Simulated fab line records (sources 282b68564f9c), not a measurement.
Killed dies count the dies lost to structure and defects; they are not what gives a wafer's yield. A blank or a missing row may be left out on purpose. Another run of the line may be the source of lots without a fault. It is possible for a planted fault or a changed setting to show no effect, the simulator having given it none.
fab line records	flow rit-cmos
record: lots: 5	wafers: 15	last-day: 6
route steps=202 shown CONTACT@178 M1@184
lots that met no fault: from a run of the same line without faults
start-h: the number of hours between the record's first day and the start of the first shown wafer of the lot	wait-h: time in hours since the lot's previous step	" same as the row above	L1.1+2: several wafers, shown together as one row	- no value present, or no start provided	* or withheld: withheld	< > ~ a bound
route shown NAME@n: names a module that has steps shown in the file, with the first one's number in the route	usual: average and standard deviation across the fault-free wafers	same: alike in all rows	chamber/n: place in a boat	sites: readings site by site	_std_site: their standard deviation	_edge_site: mean of outer sites minus mean of inner sites	radius-mm: how far each site lies from the wafer's centre	mask NAME#n: copy n	behind: the tool/chamber that last shaped the wafer	hold: why the lot went on hold/how many hours it stayed there/how the hold came to an end	device: which transistor (n, p or np) failed to switch	end of line: the route-end tests of the same wafers	where a step has no rows: the recipe by itself	killed: the dies lost at the first sort to structure and to defects; this is not the yield of the wafer	map: the dies of a wafer, with x for killed, . for not killed, _ for no die there
set.NAME: the setting as run; set.NAME@STEP: as run at that earlier step	model.NAME: the simulator's own value behind a step, which no gauge read
lots seen at some steps along the route; tables by step, rows by wafer
services: when a tool's chamber went out of use (start-h, in hours from the record's first day, below 0 if earlier), for how many hours, and the reason
== steps ==
step: RIT_CONTACT_HARDBAKE_10
recipe: resist: NOVOLAK	temp-c: 140	time-s: 60
step: RIT_CONTACT_ETCH_11
recipe: target-depth-a: 4800	over-etch-frac: 0.2	stop-on: TiSi2	chemistry: CHF3/CF4/Ar	target: SiO2	CHF3_flow_sccm: 50	cf4-flow-sccm: 10	Ar_flow_sccm: 100	O2_flow_sccm: 5	pressure-mtorr: 100	rf-w: 200	time-s: 320
usual: cf4-flow-sccm: 10.00/0.032	drypump-motor-current-A: 5.7/0.4	oes-product-au: 0.990/0.0099	rf-fwd-power-W: 199.5/0.6	throttle-valve-pct: 8.86/0.11
lot.wafer	tool	chamber	start-h	wait-h	cf4-flow-sccm	drypump-motor-current-A	oes-product-au	rf-fwd-power-W	rf-hours-counter-h	throttle-valve-pct
L675.2	rie-diel-03	0	81.12	0.1	10.08	6.1	0.989	200.1	161	8.78
L675.3	"	2	"	"	9.98	5.5	1.002	199.6	69	8.76
L675.5	"	1	"	"	9.91	6.2	0.993	199.8	-	8.82
L676.1	rie-diel-03	2	87.56	0.1	10.02	5.5	1.000	198.6	69	8.76
L676.2	"	0	"	"	9.98	6.0	0.992	198.5	161	8.76
L676.6	"	0	"	"	10.03	6.0	1.005	198.8	-	8.75
L677.1	rie-diel-01	0	92.76	0.1	9.99	5.5	0.991	199.5	46	8.89
L677.5	"	2	"	"	9.99	5.0	0.994	199.7	-	8.94
L677.6	"	3	"	"	10.02	5.7	1.005	200.1	-	9.04
L684.3	rie-diel-03	0	130.17	0.1	10.02	6.0	0.983	199.6	0	8.77
L684.4	"	2	"	"	9.99	5.5	1.004	198.9	70	8.78
L684.6	"	1	"	"	10.02	6.2	0.988	199.8	-	8.83
L686.3	rie-diel-03	2	137.43	0.1	10.02	5.5	0.999	200.0	71	8.75
L686.4	"	3	"	"	9.99	5.9	0.972	199.2	86	8.80
L686.5	"	0	"	"	9.95	6.1	0.975	199.2	-	8.77
step: RIT_CONTACT_STRIP_12
recipe: chemistry: O2	time-s: 180	resist: NOVOLAK	platen-temp-c: withheld	power-w: 500	pressure-mtorr: 4000	o2-flow-sccm: 4000
usual: drypump-motor-current-A: 5.49/0.26
lot.wafer	tool	chamber	start-h	wait-h	drypump-motor-current-A	rf-hours-counter-h
L675.2	plasma-asher-01	1	81.32	0.1	5.25	45
L675.3	"	0	"	"	5.37	-
L675.5	"	1	"	"	5.25	-
L676.1	plasma-asher-01	1	87.75	0.1	5.25	45
L676.2	"	0	"	"	5.37	45
L676.6	"	0	"	"	5.37	-
L677.1	plasma-asher-04	1	92.95	0.1	5.27	30
L677.5	"	0	"	"	5.38	-
L677.6	"	1	"	"	5.29	-
L684.3	plasma-asher-01	0	130.42	0.2	5.37	-
L684.4	"	1	"	"	5.27	-
L684.6	"	0	"	"	5.37	-
L686.3	plasma-asher-01	0	137.68	0.2	5.35	-
L686.4	"	1	"	"	5.28	-
L686.5	"	1	"	"	5.27	-
step: RIT_CONTACT_CD_MEAS_90
recipe: target-cd-nm: 1000
usual: cd-nm: 999.4/2.1
lot.wafer	tool	chamber	start-h	wait-h	cd-nm
L675.2	cd-sem-01	-	81.51	0.1	998.7
L675.3	"	-	"	"	999.2
L675.5	"	-	"	"	997.8
L676.1	cd-sem-01	-	87.93	0.1	1000.7
L676.2	"	-	"	"	1000.7
L676.6	"	-	"	"	1001.7
L677.1	cd-sem-01	-	93.13	0.1	1000.3
L677.5	"	-	"	"	1001.3
L677.6	"	-	"	"	1001.7
L684.3	cd-sem-01	-	130.58	0.1	1003.0
L684.4	"	-	"	"	1002.8
L684.6	"	-	"	"	1003.9
L686.3	cd-sem-02	-	137.84	0.1	997.5
L686.4	"	-	"	"	997.3
L686.5	"	-	"	"	997.9
step: RIT_CONTACT_CLEAN_13
recipe: chemistry: SC1	mix: 3:3:50	time-s: 600	temp-c: 75
step: RIT_CONTACT_CLEAN_14
recipe: chemistry: SC2	mix: 3:3:50	time-s: 600	temp-c: 75	dry: n2-spin
step: RIT_M1_SPUTTER_00
recipe: material: Al	target-thk-nm: 400	power-w: 2000	chamber-pressure-pa: 0.4	gas: Ar	time-s: 500	substrate-temp-c: 25
usual: throttle-valve-pct: 29.7/0.69
lot.wafer	tool	chamber	start-h	wait-h	throttle-valve-pct
L675.2	pvd-sputter-04	-	81.98	0.0	29.3
L675.3	"	-	"	"	29.3
L675.5	"	-	"	"	29.8
L676.1	pvd-sputter-04	-	88.40	0.0	28.7
L676.2	"	-	"	"	29.9
L676.6	"	-	"	"	29.4
L677.1	pvd-sputter-03	-	93.61	0.0	30.6
L677.5	"	-	"	"	30.7
L677.6	"	-	"	"	30.6
L684.3	pvd-sputter-04	-	131.01	0.0	29.4
L684.4	"	-	"	"	29.2
L684.6	"	-	"	"	29.4
L686.3	pvd-sputter-03	-	138.27	0.0	30.8
L686.4	"	-	"	"	30.3
L686.5	"	-	"	"	30.9
step: RIT_M1_RS_MEAS_01
recipe: thk-meas-gauge: four-point-probe	reads: Al_of_M1_SPUTTER_00
usual: M1_AL_RS: 0.0734/0.00075
lot.wafer	tool	chamber	start-h	wait-h	M1_AL_RS[ohm/sq]
L675.2	film-metro-03	-	82.29	0.2	0.0736
L675.3	"	-	"	"	0.0733
L675.5	"	-	"	"	0.0737
L676.1	film-metro-02	-	88.69	0.1	0.0741
L676.2	"	-	"	"	0.0738
L676.6	"	-	"	"	0.0739
L677.1	film-metro-01	-	93.91	0.1	0.0720
L677.5	"	-	"	"	0.0721
L677.6	"	-	"	"	0.0724
L684.3	film-metro-02	-	131.34	0.2	0.0738
L684.4	"	-	"	"	0.0741
L684.6	"	-	"	"	0.0745
L686.3	film-metro-03	-	138.60	0.2	0.0728
L686.4	"	-	"	"	0.0722
L686.5	"	-	"	"	0.0727
step: RIT_M1_THK_MEAS_02
recipe: thk-meas-gauge: xrf	reads: Al_of_M1_SPUTTER_00
usual: M1_AL_THK: 397/4.9
lot.wafer	tool	chamber	start-h	wait-h	M1_AL_THK[nm]
L675.2	film-metro-03	-	82.40	0.1	395
L675.3	"	-	"	"	398
L675.5	"	-	"	"	392
L676.1	film-metro-02	-	88.81	0.1	389
L676.2	"	-	"	"	396
L676.6	"	-	"	"	395
L677.1	film-metro-01	-	94.03	0.1	405
L677.5	"	-	"	"	407
L677.6	"	-	"	"	403
L684.3	film-metro-02	-	131.44	0.1	399
L684.4	"	-	"	"	396
L684.6	"	-	"	"	392
L686.3	film-metro-03	-	138.70	0.1	400
L686.4	"	-	"	"	402
L686.5	"	-	"	"	400
step: RIT_M1_HMDS_03
recipe: prime-time-s: 60	prime-temp-c: 140
step: RIT_M1_COAT_04
recipe: resist: NOVOLAK	spin-rpm: 2000	resist-thk-nm: 1300
step: RIT_M1_SOFTBAKE_05
recipe: resist: NOVOLAK	temp-c: 90	time-s: 60
step: RIT_M1_EXPOSE_06
recipe: mask-id: M12	na: 0.6	source-shape: conventional	sigma-outer: 0.5	target-cd-nm: 2600	dose-mj: 250
usual: reticle-temp-C: 23.01/0.11
same: sigma-outer: 0.5
lot.wafer	tool	chamber	start-h	wait-h	mask	reticle-temp-C
L675.2	iline-stepper-01	0	83.05	0.2	M12#0	23.02
L675.3	"	0	"	"	M12#0	22.81
L675.5	"	0	"	"	M12#0	23.19
L676.1	iline-stepper-02	0	89.45	0.2	M12#0	23.09
L676.2	"	0	"	"	M12#0	23.13
L676.6	"	0	"	"	M12#0	22.99
L677.1	iline-stepper-01	0	94.66	0.2	M12_R1#0	23.23
L677.5	"	0	"	"	M12_R1#0	23.12
L677.6	"	0	"	"	M12_R1#0	23.11
L684.3	iline-stepper-02	0	131.97	0.1	M12#0	22.93
L684.4	"	0	"	"	M12#0	23.18
L684.6	"	0	"	"	M12#0	23.05
L686.3	iline-stepper-01	0	139.36	0.2	M12#0	23.05
L686.4	"	0	"	"	M12#0	22.97
L686.5	"	0	"	"	M12#0	23.01
step: RIT_M1_PEB_07
recipe: resist: NOVOLAK	temp-c: withheld	time-s: withheld
step: RIT_M1_DEVELOP_08
recipe: resist: NOVOLAK	develop-time-s: 68	dev-temp-c: 22.36
usual: resist-line-temp-C: 23.00/0.1
lot.wafer	tool	chamber	start-h	wait-h	resist-line-temp-C	model.M1.cd-nm
L675.2	litho-track-02	0	-	-	22.85	2602
L675.3	"	0	"	"	22.88	2602
L675.5	"	0	"	"	22.97	2601
L676.1	litho-track-02	0	-	-	23.02	2604
L676.2	"	0	"	"	23.00	2599
L676.6	"	0	"	"	23.07	2600
L677.1	litho-track-04	0	-	-	23.15	2749
L677.5	"	0	"	"	23.05	2748
L677.6	"	0	"	"	23.23	2749
L684.3	litho-track-01	0	-	-	23.08	2599
L684.4	"	0	"	"	22.96	2600
L684.6	"	0	"	"	22.99	2598
L686.3	litho-track-01	0	-	-	22.94	2598
L686.4	"	0	"	"	22.93	2599
L686.5	"	0	"	"	22.85	2597
step: RIT_M1_CD_MEAS_09
recipe: target-cd-nm: 2600
usual: cd-nm: 2600.8/1.8
lot.wafer	tool	chamber	start-h	wait-h	cd-nm
L675.2	cd-sem-02	-	83.48	-	2602.3
L675.3	"	-	"	"	2601.7
L675.5	"	-	"	"	2601.1
L676.1	cd-sem-02	-	89.88	-	2603.8
L676.2	"	-	"	"	2599.5
L676.6	"	-	"	"	2600.4
L677.1	cd-sem-01	-	95.09	-	2748.9
L677.5	"	-	"	"	2747.9
L677.6	"	-	"	"	2749.1
L684.3	cd-sem-02	-	132.40	-	2598.7
L684.4	"	-	"	"	2600.0
L684.6	"	-	"	"	2598.2
L686.3	cd-sem-01	-	139.79	-	2598.0
L686.4	"	-	"	"	2599.2
L686.5	"	-	"	"	2596.3
step: RIT_M1_OVL_MEAS_10
usual: M1_OVL: 0.5/1.5
lot.wafer	tool	chamber	start-h	wait-h	M1_OVL[nm]
L675.2	overlay-01	-	83.59	0.1	2.2
L675.3	"	-	"	"	1.5
L675.5	"	-	"	"	2.7
L676.1	overlay-01	-	90.00	0.1	2.6
L676.2	"	-	"	"	-0.2
L676.6	"	-	"	"	2.4
L677.1	overlay-02	-	95.21	0.1	1.6
L677.5	"	-	"	"	-0.4
L677.6	"	-	"	"	-1.0
L684.3	overlay-01	-	132.49	0.1	2.4
L684.4	"	-	"	"	0.4
L684.6	"	-	"	"	2.6
L686.3	overlay-02	-	139.88	0.1	-2.6
L686.4	"	-	"	"	-4.0
L686.5	"	-	"	"	-2.8
step: RIT_M1_HARDBAKE_11
recipe: resist: NOVOLAK	temp-c: 140	time-s: 120
step: RIT_M1_METAL_ETCH_12
recipe: stop-on: SiO2	chemistry: Cl2/BCl3	target: Al	time-s: 165	over-etch-frac: 0.5411	pressure-mtorr: 100	target-depth-a: 6000	rf-w: 250	Cl2_flow_sccm: 60	bcl3-flow-sccm: 50
usual: drypump-motor-current-A: 5.9/0.58	mfc-cl2-sccm: 59.99/0.19	oes-product-au: 0.760/0.012	rf-fwd-power-W: 248.7/0.82	throttle-valve-pct: 8.25/0.075
lot.wafer	tool	chamber	start-h	wait-h	drypump-motor-current-A	mfc-cl2-sccm	oes-product-au	rf-fwd-power-W	rf-hours-counter-h	throttle-valve-pct	model.M1.cd-nm
L675.2	rie-metal-04	1	84.04	0.2	5.4	59.98	0.763	248.5	3	8.29	2603
L675.3	"	0	"	"	6.5	60.14	0.754	248.0	-	8.34	2599
L675.5	"	0	"	"	6.5	60.14	0.753	248.5	-	8.33	2600
L676.1	rie-metal-02	0	90.28	0.2	5.8	60.03	0.765	247.2	1	8.26	2605
L676.2	"	1	"	"	6.4	60.10	0.746	248.0	1	8.11	2600
L676.6	"	0	"	"	5.8	60.20	0.756	248.9	-	8.27	2602
L677.1	rie-metal-03	1	95.50	0.2	4.9	60.06	0.772	248.5	34	8.29	2747
L677.5	"	0	"	"	6.3	59.87	0.773	248.5	-	8.16	2746
L677.6	"	1	"	"	4.9	59.72	0.787	249.2	-	8.29	2749
L684.3	rie-metal-04	0	132.82	0.2	6.5	59.99	0.742	249.9	-	8.35	2598
L684.4	"	1	"	"	5.4	59.69	0.758	248.5	-	8.30	2598
L684.6	"	0	"	"	6.5	59.95	0.741	248.4	-	8.32	2596
L686.3	rie-metal-04	0	140.21	0.2	6.5	59.70	0.757	249.1	-	8.32	2597
L686.4	"	1	"	"	5.4	60.01	0.764	248.7	-	8.31	2599
L686.5	"	1	"	"	5.4	60.31	0.763	250.0	-	8.29	2597
step: RIT_M1_STRIP_13
recipe: chemistry: nmp	resist: NOVOLAK	temp-c: 80	time-s: 600	dry: n2-spin
step: RIT_M1_PROBE_99
usual: defect-limited-yield: 97.3/1.2	killed-at-contacts: 0.1/0.25	killed-at-front-end: 7/3.1	killed-dies: 7/3.1	killed-open: 3.6/2	killed-short: 3.5/2	sort_bin_3_pad_short: 0.2/0.25	sort_bin_5_function: 1.5/0.87	sort_bin_6_memory: 1.0/0.71	sort-n-pass: 257/3.1	sort-yield-pct: 97.3/1.2
same: gross-dies: 264	killed_at_M0_to_M3: 0	killed_at_M4_up: 0	killed-at-back-side: 0	killed-at-other: 0
lot.wafer	tool	chamber	start-h	wait-h	defect-limited-yield[%]	killed-at-contacts	killed-at-front-end	killed-dies	killed-open	killed-short	sort_bin_3_pad_short[%]	sort_bin_5_function[%]	sort_bin_6_memory[%]	sort-n-pass	sort-yield-pct[%]	model.etest.m1.width-nm
L675.2	prober-02	-	86.34	0.1	98.1	0	5	5	2	3	0.4	1.1	0.4	259	98.1	2612
L675.3	prober-02	-	86.39	0.2	97.3	0	7	7	4	3	0	2.3	0.4	257	97.3	2595
L675.5	prober-02	-	86.49	0.2	98.5	0	4	4	0	4	0.4	0.8	0.4	260	98.5	2594
L676.1	prober-01	-	92.55	0.1	98.1	1	4	5	3	2	0.4	1.5	0	259	98.1	2601
L676.2	prober-01	-	92.60	0.1	97.7	0	6	6	4	2	0	1.9	0.4	258	97.7	2608
L676.6	prober-01	-	92.80	0.2	96.2	1	9	10	4	6	0.4	3.0	0.4	254	96.2	2600
L677.1	prober-02	-	97.77	0.1	97.0	0	8	8	3	5	0.8	1.1	1.1	256	97.0	2750
L677.5	prober-02	-	97.97	0.2	97.7	0	6	6	4	2	0	0.4	1.9	258	97.7	2748
L677.6	prober-02	-	98.02	0.2	96.6	0	9	9	6	3	0	0.8	2.7	255	96.6	2752
L684.3	prober-01	-	135.12	0.2	98.1	0	5	5	2	3	0.4	1.5	0	259	98.1	2599
L684.4	prober-01	-	135.17	0.2	99.6	0	1	1	0	1	0	0.4	0	263	99.6	2597
L684.6	prober-01	-	135.27	0.2	98.5	0	4	4	3	1	0	1.5	0	260	98.5	2599
L686.3	prober-01	-	142.82	0.2	96.6	0	9	9	7	2	0	2.7	0.8	255	96.6	2594
L686.4	prober-01	-	142.87	0.2	98.1	0	5	5	3	2	0	0.8	1.1	259	98.1	2606
L686.5	prober-01	-	142.92	0.2	96.2	0	10	10	5	5	0	2.3	1.5	254	96.2	2588
killed by level:class
L675.2 GATE:geometric-particle:short=2 GATE:geometric-particle:open=1 REOX:geometric-particle:open=1 SILICIDE:geometric-particle:short=1
L675.3 GATE:geometric-particle:open=2 FOX1:geometric-particle:open=1 FOX2:geometric-particle:short=1 REOX:geometric-particle:short=1 REOX:geometric-particle:open=1 SPACER:geometric-particle:short=1
L675.5 FOX1:geometric-particle:short=2 GATE:geometric-particle:short=1 SILICIDE:geometric-particle:short=1
L676.1 FOX1:geometric-particle:open=1 FOX2:geometric-particle:short=1 GATE:geometric-particle:open=1 REOX:geometric-particle:open=1 CONTACT:geometric-particle:short=1
L676.2 FOX2:geometric-particle:open=2 SPACER:geometric-particle:open=2 SPACER:geometric-particle:short=1 SILICIDE:geometric-particle:short=1
L676.6 GATE:geometric-particle:short=2 SPACER:geometric-particle:short=2 FOX2:geometric-particle:open=1 FOX2:geometric-particle:short=1 GATE:geometric-particle:open=1 REOX:geometric-particle:open=1 SPACER:geometric-particle:open=1 CONTACT:geometric-particle:short=1
L677.1 GATE:geometric-particle:short=2 GATE:geometric-particle:open=2 FOX1:geometric-particle:open=1 FOX1:geometric-particle:short=1 FOX2:geometric-particle:short=1 SPACER:geometric-particle:short=1
L677.5 GATE:geometric-particle:open=4 GATE:geometric-particle:short=2
L677.6 GATE:geometric-particle:open=4 GATE:geometric-particle:short=2 FOX1:geometric-particle:short=1 FOX1:geometric-particle:open=1 FOX2:geometric-particle:open=1
L684.3 GATE:geometric-particle:open=2 REOX:geometric-particle:short=2 SPACER:geometric-particle:short=1
L684.4 GATE:geometric-particle:short=1
L684.6 GATE:geometric-particle:open=3 SILICIDE:geometric-particle:short=1
L686.3 REOX:geometric-particle:open=3 GATE:geometric-particle:open=2 FOX1:geometric-particle:open=1 GATE:geometric-particle:short=1 SPACER:geometric-particle:short=1 SILICIDE:geometric-particle:open=1
L686.4 GATE:geometric-particle:open=2 FOX1:geometric-particle:open=1 FOX2:geometric-particle:short=1 GATE:geometric-particle:short=1
L686.5 REOX:geometric-particle:open=2 GATE:geometric-particle:short=2 REOX:geometric-particle:short=2 SPACER:geometric-particle:open=2 SILICIDE:geometric-particle:open=1 SILICIDE:geometric-particle:short=1
== services ==
tool	chamber	start-h	hours	kind
plasma-asher-04	-	59.66	0.8	repair
rie-diel-01	1	74.32	3.9	repair
plasma-asher-01	-	77.77	2.8	pm
rie-diel-03	0	93.90	-	clean
rie-diel-03	0	93.90	16.7	scheduled-down
rie-diel-03	0	93.90	16.7	vent-cycle
iline-stepper-02	-	96.81	14.0	repair
plasma-asher-01	-	108.75	9.0	pm
plasma-asher-01	0	108.75	9.0	vent-cycle
plasma-asher-01	1	108.75	9.0	vent-cycle
iline-stepper-01	-	110.81	1.7	pm
rie-diel-01	-	115.18	2.8	pm
plasma-asher-01	0	117.75	-	clean
plasma-asher-01	1	117.75	-	clean
pvd-sputter-04	-	132.09	2.6	repair
rie-metal-03	-	136.12	20.0	pm
rie-metal-03	0	136.12	20.0	vent-cycle
rie-metal-03	1	136.12	20.0	vent-cycle
pvd-sputter-04	-	138.21	1.1	repair
== key ==
first-sign: step: RIT_M1_EXPOSE_06	reading: mask	direction: changed
effect: step: RIT_M1_CD_MEAS_09	reading: cd-nm	direction: up	sigmas: 80	usual: 2600.8	struck: 2748.6
model-effect: step: RIT_M1_DEVELOP_08	value: M1.cd-nm	without: 2599	struck: 2749
model-effect: step: RIT_M1_METAL_ETCH_12	value: M1.cd-nm	without: 2598	struck: 2748
model-effect: step: RIT_M1_PROBE_99	value: etest.m1.width-nm	without: 2600	struck: 2750
met-at RIT_M1_EXPOSE_06
struck-wafers L677.1,L677.5,L677.6
onset-between 83.05 94.66
fault: kind: wrong-mask	tool: any	chamber: -	onset-h: 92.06	steps: RIT_M1_EXPOSE_06	aux-copy: M12_R1#0	cd-offset-nm: 150	scope: struck-lots-only
